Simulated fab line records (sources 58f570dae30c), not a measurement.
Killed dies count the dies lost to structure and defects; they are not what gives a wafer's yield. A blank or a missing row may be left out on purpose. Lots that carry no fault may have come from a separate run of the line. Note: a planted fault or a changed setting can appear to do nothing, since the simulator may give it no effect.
What tool caused it?	flow berkeley-cmos170	14 lots, 42 wafers sampled, at 5 steps of a route of 331

## WHAT EACH GAUGE READ, for each wafer
UCB170_ACTIVE_THK_MEAS_06. Usual: ACTIVE_NITRIDE_THK 219.7 nm, standard deviation 2.
lot	measured	on	ACTIVE_NITRIDE_THK (nm)	flag
L553	day 4 17:55	film-metro-02	216.2 216.3 215.3	
L551	day 4 17:56	film-metro-03	220.7 219.9 219.9	
L554	day 5 00:05	film-metro-03	220.7 221.5 220.5	
L555	day 5 00:05	film-metro-01	220.8 221.5 222.8	
L557	day 5 20:47	film-metro-02	218.9 218.1 218.2	
L556	day 5 20:48	film-metro-03	219.8 219.0 218.3	
L560	day 6 05:32	film-metro-01	218.8 218.9 217.4	
L559	day 6 05:33	film-metro-03	221.8 223.7 222.9	
L561	day 7 01:33	film-metro-03	218.8 217.3 219.3	
L567	day 7 17:24	film-metro-02	219.8 217.9 218.6	
L569	day 8 05:05	film-metro-02	219.3 221.8 220.1	
L570	day 8 12:58	film-metro-02	221.3 220.2 219.9	
L572	day 9 02:59	film-metro-03	217.6 216.2 215.5	
L574	day 9 13:45	film-metro-03	216.9 217.3 217.4	

UCB170_NVT_TW_MEAS_09. Usual: NVT_TW 524, standard deviation 3.7.
lot	measured	on	NVT_TW	flag
L553	day 6 05:38	film-metro-02	520 524 521	
L551	day 6 05:31	film-metro-02	523 521 520	
L554	day 6 15:07	film-metro-01	532 529 531	
L555	day 6 15:07	film-metro-04	522 520 523	
L557	day 7 14:25	film-metro-01	652 656 655	OFF
L556	day 7 14:30	film-metro-02	522 525 522	
L560	day 7 21:13	film-metro-01	529 526 525	
L559	day 7 20:56	film-metro-04	520 519 521	
L561	day 8 19:41	film-metro-04	527 528 527	
L567	day 9 10:30	film-metro-01	658 657 657	OFF
L569	day 9 22:58	film-metro-01	531 529 527	
L570	day 10 05:12	film-metro-04	523 520 520	
L572	day 10 19:25	film-metro-02	521 520 518	
L574	day 11 06:11	film-metro-02	519 521 524	

UCB170_GATE_THK_MEAS_02. Usual: GATE_OXIDE_THK 6.00 nm, standard deviation 0.12.
lot	measured	on	GATE_OXIDE_THK (nm)	flag
L553	day 6 14:29	film-metro-04	5.94 5.90 5.87	
L551	day 6 14:26	film-metro-02	6.18 6.14 6.15	
L554	day 6 22:35	film-metro-04	6.31 6.22 6.32	
L555	day 6 22:35	film-metro-02	6.08 6.07 6.23	
L557	day 7 21:16	film-metro-02	5.78 5.95 5.81	
L556	day 7 21:17	film-metro-04	5.79 5.82 5.96	
L560	day 8 07:35	film-metro-04	6.02 6.02 5.86	
L559	day 8 07:36	film-metro-03	5.90 6.00 5.84	
L561	day 9 02:34	film-metro-03	5.97 6.03 6.10	
L567	day 9 17:31	film-metro-02	6.00 6.01 5.91	
L569	day 10 06:50	film-metro-02	6.09 6.10 5.95	
L570	day 10 12:09	film-metro-03	6.21 6.10 6.12	
L572	day 11 03:34	film-metro-03	5.88 6.05 5.81	
L574	day 11 14:18	film-metro-03	6.01 6.12 5.98	

## EACH LOT AND THE TOOL THAT RAN IT (in order: tool; ch and the chambers of the sampled wafers; start)
lot	UCB170_ACTIVE_ETCH_15	UCB170_NVT_IMPLANT_07
L553	rie-diel-02 ch 2,3, day 4 19:01	implanter-01 ch 0, day 6 05:24
L551	rie-diel-03 ch 0,2,3, day 4 19:15	implanter-02 ch 0, day 6 05:18
L554	rie-diel-04 ch 1,2, day 5 01:28	implanter-01 ch 0, day 6 14:52
L555	rie-diel-03 ch 0,3, day 5 01:44	implanter-04 ch 0, day 6 14:52
L557	rie-diel-02 ch 2,3, day 5 22:10	implanter-04 ch 0, day 7 13:52
L556	rie-diel-03 ch 0,1,3, day 5 21:58	implanter-02 ch 0, day 7 14:17
L560	rie-diel-03 ch 0,2,3, day 6 07:58	implanter-04 ch 0, day 7 20:58
L559	rie-diel-02 ch 2,3, day 6 07:42	implanter-02 ch 0, day 7 20:42
L561	rie-diel-04 ch 0,1,2, day 7 02:57	implanter-04 ch 0, day 8 19:26
L567	rie-diel-03 ch 0,1,3, day 7 19:23	implanter-04 ch 0, day 9 09:59
L569	rie-diel-02 ch 0,1,3, day 8 07:02	implanter-02 ch 0, day 9 22:43
L570	rie-diel-03 ch 0,1,2, day 8 14:39	implanter-02 ch 0, day 10 04:58
L572	rie-diel-03 ch 1,2, day 9 04:24	implanter-02 ch 0, day 10 19:10
L574	rie-diel-03 ch 1,2, day 9 15:05	implanter-01 ch 0, day 11 05:57
- UCB170_ACTIVE_ETCH_15: etches Si3N4 in CH3F/Ar/O2, stops on SiO2, target depth 242 nm, time 151 s.
- UCB170_NVT_IMPLANT_07

## AS READ BY THE TOOLS THEMSELVES (means over the sampled wafers that have a number; for cases with no such wafer, the mark the record gives instead)
UCB170_ACTIVE_ETCH_15. Usual: drypump-motor-current-A 5.9 A, standard deviation 0.51; oes-product-au 0.938 a.u., standard deviation 0.015; throttle-valve-pct 8.11 %, standard deviation 0.15.
lot	tool	drypump-motor-current-A (A)	oes-product-au (a.u.)	throttle-valve-pct (%)	flag
L553	rie-diel-02	5.7	0.915	8.22	
L551	rie-diel-03	5.9	0.948	8.04	
L554	rie-diel-04	5.5	0.951	8.03	
L555	rie-diel-03	6.3	0.952	8.18	
L557	rie-diel-02	5.7	0.924	8.23	
L556	rie-diel-03	6.2	0.933	8.18	
L560	rie-diel-03	5.9	0.943	8.04	
L559	rie-diel-02	5.4	0.939	8.25	
L561	rie-diel-04	5.7	0.934	8.04	
L567	rie-diel-03	6.2	0.934	8.18	
L569	rie-diel-02	6.1	0.932	8.02	
L570	rie-diel-03	5.9	0.936	8.03	
L572	rie-diel-03	6.2	0.924	8.12	
L574	rie-diel-03	5.8	0.933	7.97	

## THE ANSWER, worked out from the rows above alone
Rule: lot off if the mean of its wafers having a number is beyond 3 standard deviations from the usual mean. Also off: a lot with no number at a reading for which 4 or more lots have one. Any other lot the step has rows for is counted as sound. Order of review: gauges by route order, followed by the tools' own readings, for which a lot's mean as printed above is used. The first step at which some lot is off is used, and at that step the reading that is off furthest; a lot without a number counts as furthest.
Off: L557, L567, at UCB170_NVT_TW_MEAS_09 (NVT_TW).
A tool fits if, at a process step before that reading, it ran every lot that is off, and no sound lot after the first of them. Those tools and the gauges at UCB170_NVT_TW_MEAS_09 are tried in the same way. None of those tried fits.

## WHAT THE SIMULATOR PUT IN
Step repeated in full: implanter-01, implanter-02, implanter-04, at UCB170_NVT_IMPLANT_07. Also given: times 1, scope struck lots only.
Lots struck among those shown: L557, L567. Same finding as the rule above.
